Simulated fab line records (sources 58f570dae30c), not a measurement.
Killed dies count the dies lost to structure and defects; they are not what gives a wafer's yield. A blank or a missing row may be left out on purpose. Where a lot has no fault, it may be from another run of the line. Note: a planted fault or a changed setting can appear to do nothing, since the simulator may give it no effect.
What tool caused it? :: flow berkeley cmos170 :: 14 lots, 42 wafers sampled, at 3 steps of a route of 331

## WHAT EACH GAUGE READ, for each wafer
UCB170_M1_OVL_MEAS_10.
lot: L422
measured: day 7 00:27
on: overlay-01
M1_OVL (nm): -12 -8 -4

lot: L423
measured: day 7 04:24
on: overlay-01
M1_OVL (nm): -11 -12 -5

lot: L424
measured: day 7 05:16
on: overlay-02
M1_OVL (nm): -1 -6 -8

lot: L426
measured: day 7 16:35
on: overlay-01
M1_OVL (nm): -4 -5 -14

lot: L427
measured: day 7 16:37
on: overlay-02
M1_OVL (nm): 6 8 4

lot: L425
measured: day 7 16:54
on: overlay-02
M1_OVL (nm): 9 6 0

lot: L428
measured: day 8 03:53
on: overlay-01
M1_OVL (nm): -3 -4 -3

lot: L432
measured: day 8 22:12
on: overlay-02
M1_OVL (nm): -5 1 0

lot: L431
measured: day 8 23:40
on: overlay-01
M1_OVL (nm): 1 -4 -5

lot: L433
measured: day 9 09:23
on: overlay-02
M1_OVL (nm): -3 3 -5

lot: L434
measured: day 9 10:20
on: overlay-02
M1_OVL (nm): -6 4 6

lot: L435
measured: day 10 01:58
on: overlay-02
M1_OVL (nm): 10 10 0

lot: L443
measured: day 11 08:57
on: overlay-01
M1_OVL (nm): -12 -6 -4

lot: L444
measured: day 12 02:15
on: overlay-01
M1_OVL (nm): -5 -4 -4

UCB170_V1_THK_MEAS_04.
lot: L422
measured: day 7 08:04
on: film metro-04
V1_POLISHED_THK (nm): 1001.0 999.7 998.5

lot: L423
measured: day 7 08:30
on: film metro-03
V1_POLISHED_THK (nm): 1001.1 1000.9 998.6

lot: L424
measured: day 7 08:57
on: film metro-04
V1_POLISHED_THK (nm): 996.7 1000.5 998.7

lot: L426
measured: day 7 23:29
on: film metro-02
V1_POLISHED_THK (nm): 1000.9 999.1 1000.0

lot: L427
measured: day 7 23:29
on: film metro-04
V1_POLISHED_THK (nm): 1000.4 998.2 1000.3

lot: L425
measured: day 7 23:48
on: film metro-03
V1_POLISHED_THK (nm): 1000.2 1000.7 999.1

lot: L428
measured: day 8 08:05
on: film metro-02
V1_POLISHED_THK (nm): 1001.5 1001.0 999.5

lot: L432
measured: day 9 04:40
on: film metro-02
V1_POLISHED_THK (nm): 999.9 1001.6 999.0

lot: L431
measured: day 9 04:40
on: film metro-04
V1_POLISHED_THK (nm): 999.9 999.4 996.9

lot: L433
measured: day 9 14:16
on: film metro-02
V1_POLISHED_THK (nm): 1000.0 998.6 1001.7

lot: L434
measured: day 9 14:16
on: film metro-03
V1_POLISHED_THK (nm): 1000.2 1000.8 998.4

lot: L435
measured: day 10 08:26
on: film metro-03
V1_POLISHED_THK (nm): 1001.3 1000.9 1000.2

lot: L443
measured: day 11 16:41
on: film metro-04
V1_POLISHED_THK (nm): 1001.5 1003.7 1001.7

lot: L444
measured: day 12 07:46
on: film metro-02
V1_POLISHED_THK (nm): 1000.9 999.7 1001.2

UCB170_V1_CD_MEAS_12 targets a cd of 700 nm.
lot: L422
measured: day 7 09:58
on: cd sem-02
cd nm (nm): 697.5 698.7 697.5

lot: L423
measured: day 7 10:12
on: cd sem-01
cd nm (nm): 700.9 700.0 701.1

lot: L424
measured: day 7 10:45
on: cd sem-02
cd nm (nm): 699.9 699.1 700.1

lot: L426
measured: day 8 00:34
on: cd sem-02
cd nm (nm): 699.9 699.7 700.2

lot: L427
measured: day 8 00:49
on: cd sem-01
cd nm (nm): 703.5 702.1 702.7

lot: L425
measured: day 8 01:10
on: cd sem-01
cd nm (nm): 697.8 699.0 698.5

lot: L428
measured: day 8 11:12
on: cd sem-02
cd nm (nm): 698.9 699.8 699.8

lot: L432
measured: day 9 05:58
on: cd sem-02
cd nm (nm): 699.6 699.5 699.6

lot: L431
measured: day 9 06:08
on: cd sem-02
cd nm (nm): 701.2 700.9 700.6

lot: L433
measured: day 9 17:16
on: cd sem-02
cd nm (nm): 697.9 698.4 697.9

lot: L434
measured: day 9 16:59
on: cd sem-01
cd nm (nm): 699.8 700.7 699.7

lot: L435
measured: day 10 10:01
on: cd sem-02
cd nm (nm): 699.6 699.8 699.4

lot: L443
measured: day 11 21:11
on: cd sem-02
cd nm (nm): 699.7 699.4 700.0

lot: L444
measured: day 12 09:09
on: cd sem-02
cd nm (nm): 698.5 700.4 700.0

## WHAT TOOL EACH LOT RAN ON (gives the tool, then ch and the chambers of the sampled wafers, and finally the start)
The record shows no process step preceding these readings.

## AS READ BY THE TOOLS THEMSELVES (means over the sampled wafers that have a number; for cases with no such wafer, the mark the record gives instead)
The record holds no such reading with a usual standard deviation.

## THE ANSWER, worked out from the rows above alone
Rule: the usual values come from the lots themselves. Put in order of their means at a reading, lots are off if they are a third of the lots or fewer, leave a main group of 4 or more, and stand apart from it by a gap of 3 or more times the standard deviation of the main group's means; of several such gaps the widest counts. The tables above print the reading to a certain number of digits; a main group whose means all agree to those digits is not used. Also off: a lot with no number at a reading for which 4 or more lots have one. The other lots that the step has rows for count as sound. First the gauges in route order, then the tools' own readings, where a lot's mean is used as printed above. At the first step where some lot is off, the reading lying furthest off is the one used; lots without a number count as furthest.
Across all readings shown, no lot is off: no conclusion can be drawn from this.

## WHAT THE SIMULATOR PUT IN
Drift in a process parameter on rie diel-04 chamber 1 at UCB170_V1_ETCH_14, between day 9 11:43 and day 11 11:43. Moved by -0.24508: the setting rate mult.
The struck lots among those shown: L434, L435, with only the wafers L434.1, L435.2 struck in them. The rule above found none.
